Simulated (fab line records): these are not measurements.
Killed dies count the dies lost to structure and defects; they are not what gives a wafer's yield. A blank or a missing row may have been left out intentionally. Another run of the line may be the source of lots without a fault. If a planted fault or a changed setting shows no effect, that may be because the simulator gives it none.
Chamber matching / flow berkeley cmos170 / UCB170_V1_CMP_02 on cmp-01: 4 sister chambers
The step polishes SiO2. 8 wafers are shown with their chamber, then 9 later ones without.

WAFERS WITH THEIR CHAMBER
wafer=L931.6; chamber=2; motor current A (A)=16.6
wafer=L936.2; chamber=1; motor current A (A)=15.9
wafer=L936.5; chamber=3; motor current A (A)=18.7
wafer=L939.1; chamber=1; motor current A (A)=14.9
wafer=L939.3; chamber=2; motor current A (A)=17.9
wafer=L943.2; chamber=3; motor current A (A)=17.4
wafer=L943.4; chamber=0; motor current A (A)=19.2
wafer=L943.5; chamber=0; motor current A (A)=20.7

WAFERS WITHOUT THEIR CHAMBER
wafer=L945.3; motor current A (A)=18.5
wafer=L945.4; motor current A (A)=15.7
wafer=L945.6; motor current A (A)=18.4
wafer=L950.1; motor current A (A)=18.4
wafer=L950.2; motor current A (A)=16.2
wafer=L950.3; motor current A (A)=18.9
wafer=L951.1; motor current A (A)=17.8
wafer=L951.2; motor current A (A)=17.3
wafer=L951.3; motor current A (A)=16.0

CHAMBER TAKEN BY EACH
wafer=L945.3; from the rows above=can't be placed: 3 or 2 or 0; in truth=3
wafer=L945.4; from the rows above=can't be placed: 1 or 2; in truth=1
wafer=L945.6; from the rows above=can't be placed: 3 or 2 or 0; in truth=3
wafer=L950.1; from the rows above=can't be placed: 3 or 2 or 0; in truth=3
wafer=L950.2; from the rows above=can't be placed: 1 or 2 or 3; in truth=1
wafer=L950.3; from the rows above=can't be placed: 3 or 0 or 2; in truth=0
wafer=L951.1; from the rows above=can't be placed: 3 or 2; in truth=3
wafer=L951.2; from the rows above=can't be placed: 2 or 3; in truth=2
wafer=L951.3; from the rows above=can't be placed: 1 or 2 or 3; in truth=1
Placed correctly: 0 of 9. Can't be placed from these rows: 9 (the true chamber is among the candidates in 9). Placed wrongly: 0.
How it was worked out, from the rows above alone: a wafer's distance from a chamber is the root of the sum, over the readings, of the square of ((its reading less the chamber's mean) divided by the reading's scatter). The wafer belongs to the nearest chamber; if the next one is less than 2 further off, it can't be placed. For every chamber, the mean is computed from those of its wafers that are shown. The scatter: take each reading less its chamber's mean, square it, sum over the shown wafers, divide by the number of wafers less the number of chambers, and take the root.
